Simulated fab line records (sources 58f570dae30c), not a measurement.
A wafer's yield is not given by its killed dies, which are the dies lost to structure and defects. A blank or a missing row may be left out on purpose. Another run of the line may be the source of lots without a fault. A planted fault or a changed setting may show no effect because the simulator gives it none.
fab line records + flow berkeley_cmos170 + part 2 of 2: steps 23 to 35 of 35
[record]
- lots = 5
- wafers = 15
- last_day = 12
route steps=331 shown ZERO@8 NWELL@14 PWELL@34
lots untouched by any fault: they come from a run of this same line in which no faults occurred
start_h: hours from the record's first day to the start of the lot's first wafer shown + wait_h: time in hours since the lot's previous step + " unchanged from the row above + L1.1+2: several wafers, shown together as one row + - no value, or no start was given + * or withheld: withheld + < > ~ a bound
route shown NAME@n: a module of which the file shows steps, and the number in the route of the first + usual: the fault-free wafers' mean and standard deviation + same: alike in all rows + chamber/n: place in a boat + sites: each site's reading + _std_site: their standard deviation + _edge_site: mean of outer sites minus mean of inner sites + radius_mm: for every site, how far away it sits from the centre of the wafer + mask NAME#n: copy n + behind: the last tool/chamber to shape the wafer + hold: what put the lot on hold/how long, in hours/how the hold closed + device: which transistor (n, p or np) failed to switch + end of line: at the end of the route, the tests of the same wafers + a step without rows: its recipe alone + killed: dies that structure and defects cost at the first sort, which is not the same as the wafer's yield + map: per-die view of a wafer (x killed, . not killed, _ where there is no die)
set.NAME: setting as actually run; set.NAME@STEP: the setting as run at that earlier step + model.NAME: the simulator's own value behind a step, which no gauge read
lots at selected steps of the route; one table per step, one row per wafer
services: the hour from which a tool's chamber was out of use, counted from the record's first day as start_h (under 0 if before that day), plus the number of hours and why
[[steps]]
[step UCB170_NWELL_TW_MEAS_16]
[usual]
- NWELL_TW = 1252/15
| lot.wafer | tool          | chamber | start_h | wait_h | NWELL_TW |
|-----------|---------------|---------|---------|--------|----------|
| L079.1    | film_metro-03 | -       | 50.21   | 0.1    | 1256     |
| L079.2    | "             | -       | "       | "      | 1255     |
| L079.4    | "             | -       | "       | "      | 1253     |
| L080.1    | film_metro-01 | -       | 59.80   | 0.1    | 1269     |
| L080.5    | "             | -       | "       | "      | 1269     |
| L080.6    | "             | -       | "       | "      | 1269     |
| L083.1    | film_metro-03 | -       | 75.69   | 0.1    | 1257     |
| L083.3    | "             | -       | "       | "      | 1258     |
| L083.6    | "             | -       | "       | "      | 1250     |
| L088.1    | film_metro-02 | -       | 98.11   | 0.1    | 1226     |
| L088.2    | "             | -       | "       | "      | 1226     |
| L088.4    | "             | -       | "       | "      | 1234     |
| L097.2    | film_metro-01 | -       | 146.89  | 0.1    | 1278     |
| L097.4    | "             | -       | "       | "      | 1269     |
| L097.6    | "             | -       | "       | "      | 1271     |
[step UCB170_NWELL_CLEAN_17]
[recipe]
- chemistry = SPM
- temp_c = 120
- time_s = 600
[same]
- time_s = 600
| lot.wafer  | tool         | chamber | start_h | wait_h |
|------------|--------------|---------|---------|--------|
| L079.1+2+4 | wet_bench-01 | 0       | 50.33   | 0.1    |
| L080.1+5+6 | wet_bench-03 | 2       | 59.86   | 0.1    |
| L083.1+3+6 | wet_bench-03 | 2       | 75.83   | 0.1    |
| L088.1+2+4 | wet_bench-03 | 1       | 98.17   | 0.1    |
| L097.2+4+6 | wet_bench-01 | 2       | 148.22  | 1.3    |
[step UCB170_NWELL_WET_ETCH_18]
[recipe]
- chemistry = H3PO4
- target = Si3N4
- temp_c = 160
- time_s = 14400
[same]
- time_s = 14400
| lot.wafer  | tool         | chamber | start_h | wait_h |
|------------|--------------|---------|---------|--------|
| L079.1+2+4 | wet_bench-01 | 0       | 50.50   | 0.0    |
| L080.1+5+6 | wet_bench-01 | 1       | 60.04   | 0.0    |
| L083.1+3+6 | wet_bench-01 | 2       | 76.00   | 0.0    |
| L088.1+2+4 | wet_bench-03 | 1       | 98.34   | 0.0    |
| L097.2+4+6 | wet_bench-01 | 3       | 148.76  | 0.4    |
[step UCB170_NWELL_WET_ETCH_19]
[recipe]
- chemistry = BOE
- dilution = 5:1
- target = SiO2
- temp_c = 25
- time_s = 22
[same]
- time_s = 22
| lot.wafer  | tool         | chamber | start_h | wait_h |
|------------|--------------|---------|---------|--------|
| L079.1+2+4 | wet_bench-01 | 2       | 54.58   | 0.1    |
| L080.1+5+6 | wet_bench-01 | 3       | 64.29   | 0.2    |
| L083.1+3+6 | wet_bench-01 | 3       | 80.62   | 0.6    |
| L088.1+2+4 | wet_bench-04 | 1       | 102.37  | 0.0    |
| L097.2+4+6 | wet_bench-03 | 2       | 152.77  | 0.0    |
[step UCB170_PWELL_CLEAN_00]
[recipe]
- chemistry = SPM
- temp_c = 120
- time_s = 600
[same]
- time_s = 600
| lot.wafer  | tool         | chamber | start_h | wait_h |
|------------|--------------|---------|---------|--------|
| L079.1+2+4 | wet_bench-01 | 2       | 54.59   | 0.0    |
| L080.1+5+6 | wet_bench-01 | 2       | 64.30   | 0.0    |
| L083.1+3+6 | wet_bench-03 | 1       | 80.99   | 0.4    |
| L088.1+2+4 | wet_bench-04 | 2       | 102.40  | 0.0    |
| L097.2+4+6 | wet_bench-04 | 2       | 152.79  | 0.0    |
[step UCB170_PWELL_CLEAN_01]
[recipe]
- chemistry = dHF
- dilution = 25:1
- time_s = 60
[same]
- time_s = 60
| lot.wafer  | tool         | chamber | start_h | wait_h |
|------------|--------------|---------|---------|--------|
| L079.1+2+4 | wet_bench-01 | 1       | 54.77   | 0.0    |
| L080.1+5+6 | wet_bench-01 | 0       | 64.48   | 0.0    |
| L083.1+3+6 | wet_bench-03 | 0       | 81.24   | 0.1    |
| L088.1+2+4 | wet_bench-03 | 3       | 102.70  | 0.1    |
| L097.2+4+6 | wet_bench-01 | 2       | 152.98  | 0.0    |
[step UCB170_PWELL_OXIDATION_02]
[recipe]
- temp_c = 1000
- ambient = O2
- target_thk_a = 264
- ox_time_s = 1260
[usual]
- ox_temp_c_max = 1005.9/2
| lot.wafer | tool       | chamber | start_h | wait_h | ox_temp_c_max |
|-----------|------------|---------|---------|--------|---------------|
| L079.1    | furnace-02 | 0       | 57.88   | 3.1    | 1004.6        |
| L079.2    | "          | 0       | "       | "      | 1004.6        |
| L079.4    | "          | 0       | "       | "      | 1004.5        |
| L080.1    | furnace-04 | 0       | 66.88   | 2.4    | 1006.0        |
| L080.5    | "          | 0       | "       | "      | 1003.8        |
| L080.6    | "          | 0       | "       | "      | 1004.0        |
| L083.1    | furnace-03 | 0       | 82.98   | 1.7    | 1008.4        |
| L083.3    | "          | 0       | "       | "      | 1007.6        |
| L083.6    | "          | 0       | "       | "      | 1009.5        |
| L088.1    | furnace-03 | 0       | 108.32  | 5.6    | 1006.1        |
| L088.2    | "          | 0       | "       | "      | 1007.3        |
| L088.4    | "          | 0       | "       | "      | 1005.9        |
| L097.2    | furnace-03 | 0       | 156.96  | 4.0    | 1007.4        |
| L097.4    | "          | 0       | "       | "      | 1007.7        |
| L097.6    | "          | 0       | "       | "      | 1007.1        |
[step UCB170_PWELL_THK_MEAS_03]
[recipe]
- reads = SiO2_of_PWELL_OXIDATION_02
[usual]
- PWELL_OXIDE_THK = 26.8/0.48
| lot.wafer | tool          | chamber | start_h | wait_h | PWELL_OXIDE_THK[nm] |
|-----------|---------------|---------|---------|--------|---------------------|
| L079.1    | film_metro-03 | -       | 59.23   | 0.0    | 26.5                |
| L079.2    | "             | -       | "       | "      | 26.4                |
| L079.4    | "             | -       | "       | "      | 26.6                |
| L080.1    | film_metro-03 | -       | 68.23   | 0.0    | 27.5                |
| L080.5    | "             | -       | "       | "      | 27.3                |
| L080.6    | "             | -       | "       | "      | 27.0                |
| L083.1    | film_metro-03 | -       | 84.33   | 0.0    | 26.5                |
| L083.3    | "             | -       | "       | "      | 26.9                |
| L083.6    | "             | -       | "       | "      | 26.6                |
| L088.1    | film_metro-01 | -       | 109.67  | 0.0    | 27.3                |
| L088.2    | "             | -       | "       | "      | 26.6                |
| L088.4    | "             | -       | "       | "      | 27.6                |
| L097.2    | film_metro-03 | -       | 158.32  | 0.0    | 26.9                |
| L097.4    | "             | -       | "       | "      | 26.9                |
| L097.6    | "             | -       | "       | "      | 26.3                |
[step UCB170_PWELL_ANNEAL_04]
[recipe]
- temp_c = 1000
- time_s = 900
- ambient = N2
[same]
- time_s = 900
| lot.wafer  | tool       | chamber | start_h | wait_h |
|------------|------------|---------|---------|--------|
| L079.1+2+4 | furnace-04 | 0       | 62.72   | 3.5    |
| L080.1+5+6 | furnace-02 | 0       | 71.16   | 2.9    |
| L083.1+3+6 | furnace-02 | 0       | 87.25   | 2.9    |
| L088.1+2+4 | furnace-02 | 0       | 112.85  | 3.2    |
| L097.2+4+6 | furnace-04 | 0       | 165.05  | 6.7    |
[step UCB170_PWELL_CVD_05]
[recipe]
- material = Si3N4
- target_thk_nm = 220
- temp_c = 800
- precursor = SiH2Cl2/NH3
- time_s = 3300
- pressure_mtorr = 200
- sih2cl2_flow_sccm = 25
- nh3_flow_sccm = 75
[same]
- time_s = 3300
| lot.wafer  | tool     | chamber | start_h | wait_h |
|------------|----------|---------|---------|--------|
| L079.1+2+4 | lpcvd-01 | 1       | 67.06   | 3.1    |
| L080.1+5+6 | lpcvd-02 | 0       | 72.56   | 0.1    |
| L083.1+3+6 | lpcvd-01 | 1       | 89.94   | 1.4    |
| L088.1+2+4 | lpcvd-01 | 1       | 114.10  | 0.0    |
| L097.2+4+6 | lpcvd-01 | 0       | 168.12  | 1.8    |
[step UCB170_PWELL_THK_MEAS_06]
[recipe]
- reads = Si3N4_of_PWELL_CVD_05
[usual]
- PWELL_NITRIDE_THK = 221.5/2
| lot.wafer | tool          | chamber | start_h | wait_h | PWELL_NITRIDE_THK[nm] |
|-----------|---------------|---------|---------|--------|-----------------------|
| L079.1    | film_metro-01 | -       | 68.98   | 0.0    | 223.7                 |
| L079.2    | "             | -       | "       | "      | 223.8                 |
| L079.4    | "             | -       | "       | "      | 223.6                 |
| L080.1    | film_metro-03 | -       | 74.48   | 0.0    | 221.4                 |
| L080.5    | "             | -       | "       | "      | 219.5                 |
| L080.6    | "             | -       | "       | "      | 220.7                 |
| L083.1    | film_metro-01 | -       | 91.86   | 0.0    | 221.2                 |
| L083.3    | "             | -       | "       | "      | 221.7                 |
| L083.6    | "             | -       | "       | "      | 220.6                 |
| L088.1    | film_metro-04 | -       | 116.98  | 0.0    | 217.7                 |
| L088.2    | "             | -       | "       | "      | 218.1                 |
| L088.4    | "             | -       | "       | "      | 218.8                 |
| L097.2    | film_metro-03 | -       | 170.04  | 0.0    | 220.2                 |
| L097.4    | "             | -       | "       | "      | 219.4                 |
| L097.6    | "             | -       | "       | "      | 220.1                 |
[step UCB170_PWELL_HMDS_07]
[recipe]
- prime_time_s = 60
- prime_temp_c = 100
[usual]
- chill_plate_temp_C = 23.00/0.1
- exhaust_pa = 45.1/0.88
| lot.wafer | tool           | chamber | start_h | wait_h | chill_plate_temp_C | exhaust_pa |
|-----------|----------------|---------|---------|--------|--------------------|------------|
| L079.1    | litho_track-02 | 0       | 69.04   | 0.1    | 23.12              | 45.6       |
| L079.2    | "              | 0       | "       | "      | 22.99              | 46.2       |
| L079.4    | "              | 0       | "       | "      | 23.03              | 44.2       |
| L080.1    | litho_track-04 | 0       | 74.61   | 0.1    | 23.02              | 43.9       |
| L080.5    | "              | 0       | "       | "      | 22.99              | 45.3       |
| L080.6    | "              | 0       | "       | "      | 22.83              | 45.3       |
| L083.1    | litho_track-02 | 0       | 91.95   | 0.1    | 23.12              | 45.9       |
| L083.3    | "              | 0       | "       | "      | 23.00              | 45.9       |
| L083.6    | "              | 0       | "       | "      | 23.19              | 44.8       |
| L088.1    | litho_track-02 | 0       | 117.04  | 0.1    | 23.05              | 47.3       |
| L088.2    | "              | 0       | "       | "      | 22.90              | 46.3       |
| L088.4    | "              | 0       | "       | "      | 23.00              | 44.1       |
| L097.2    | litho_track-04 | 0       | 170.12  | 0.1    | 22.91              | 46.2       |
| L097.4    | "              | 0       | "       | "      | 23.22              | 46.7       |
| L097.6    | "              | 0       | "       | "      | 23.17              | 44.6       |
[step UCB170_PWELL_COAT_08]
[recipe]
- resist = KrF
- spin_rpm = 1500
- resist_thk_nm = 900
[usual]
- chill_plate_temp_C = 23.02/0.1
- exhaust_pa = 45.3/0.86
- spin_speed_rpm = 1500.0/1.1
| lot.wafer | tool           | chamber | start_h | wait_h | chill_plate_temp_C | exhaust_pa | spin_speed_rpm |
|-----------|----------------|---------|---------|--------|--------------------|------------|----------------|
| L079.1    | litho_track-02 | 0       | 69.19   | 0.1    | 23.10              | 43.1       | 1500.8         |
| L079.2    | "              | 0       | "       | "      | 23.08              | 44.2       | 1500.0         |
| L079.4    | "              | 0       | "       | "      | 22.91              | 45.8       | 1500.2         |
| L080.1    | litho_track-04 | 0       | 74.76   | 0.1    | 22.98              | 46.0       | 1498.6         |
| L080.5    | "              | 0       | "       | "      | 23.18              | 46.1       | 1500.2         |
| L080.6    | "              | 0       | "       | "      | 23.08              | 45.5       | 1499.6         |
| L083.1    | litho_track-02 | 0       | 92.10   | 0.1    | 23.16              | 45.7       | 1500.7         |
| L083.3    | "              | 0       | "       | "      | 22.96              | 46.5       | 1499.6         |
| L083.6    | "              | 0       | "       | "      | 22.95              | 45.3       | 1501.2         |
| L088.1    | litho_track-02 | 0       | 117.19  | 0.1    | 23.03              | 44.4       | 1499.5         |
| L088.2    | "              | 0       | "       | "      | 22.87              | 45.3       | 1499.2         |
| L088.4    | "              | 0       | "       | "      | 22.99              | 45.6       | 1498.8         |
| L097.2    | litho_track-04 | 0       | 170.27  | 0.1    | 22.98              | 45.3       | 1500.4         |
| L097.4    | "              | 0       | "       | "      | 23.18              | 46.6       | 1501.3         |
| L097.6    | "              | 0       | "       | "      | 22.96              | 45.1       | 1499.8         |
[[services]]
| tool            | chamber | start_h | hours | kind   |
|-----------------|---------|---------|-------|--------|
| rie_diel-03     | 0       | 25.49   | 5.6   | repair |
| krf_scanner-02  | -       | 28.21   | 1.5   | pm     |
| plasma_asher-03 | -       | 34.05   | 2.8   | pm     |
| implanter-01    | -       | 37.34   | 4.3   | repair |
| rie_diel-04     | 3       | 37.79   | 6.7   | repair |
| rie_diel-04     | 1       | 51.35   | 9.3   | repair |
| furnace-03      | -       | 57.46   | 4.4   | pm     |
| rie_diel-02     | -       | 67.14   | 15.6  | pm     |
| rie_diel-01     | 1       | 69.06   | 9.2   | repair |
| rie_diel-04     | 2       | 74.50   | 8.2   | repair |
| rie_diel-01     | 3       | 75.36   | 9.3   | repair |
| furnace-02      | -       | 76.65   | 2.2   | pm     |
| krf_scanner-02  | -       | 88.53   | 0.8   | pm     |
| krf_scanner-01  | -       | 97.75   | 0.8   | pm     |
| rie_diel-04     | -       | 98.98   | 0.3   | repair |
| rie_diel-04     | 2       | 104.95  | 13.0  | repair |
| furnace-04      | -       | 116.24  | 3.8   | pm     |
| krf_scanner-01  | -       | 119.93  | 0.2   | repair |
| krf_scanner-02  | -       | 126.82  | 1.0   | pm     |
| krf_scanner-02  | -       | 127.82  | 4.0   | pm     |
| wet_bench-03    | -       | 143.85  | 1.9   | pm     |
| furnace-02      | -       | 149.57  | 19.8  | pm     |
| plasma_asher-04 | -       | 150.88  | 0.5   | repair |
| krf_scanner-01  | -       | 167.76  | 1.0   | pm     |
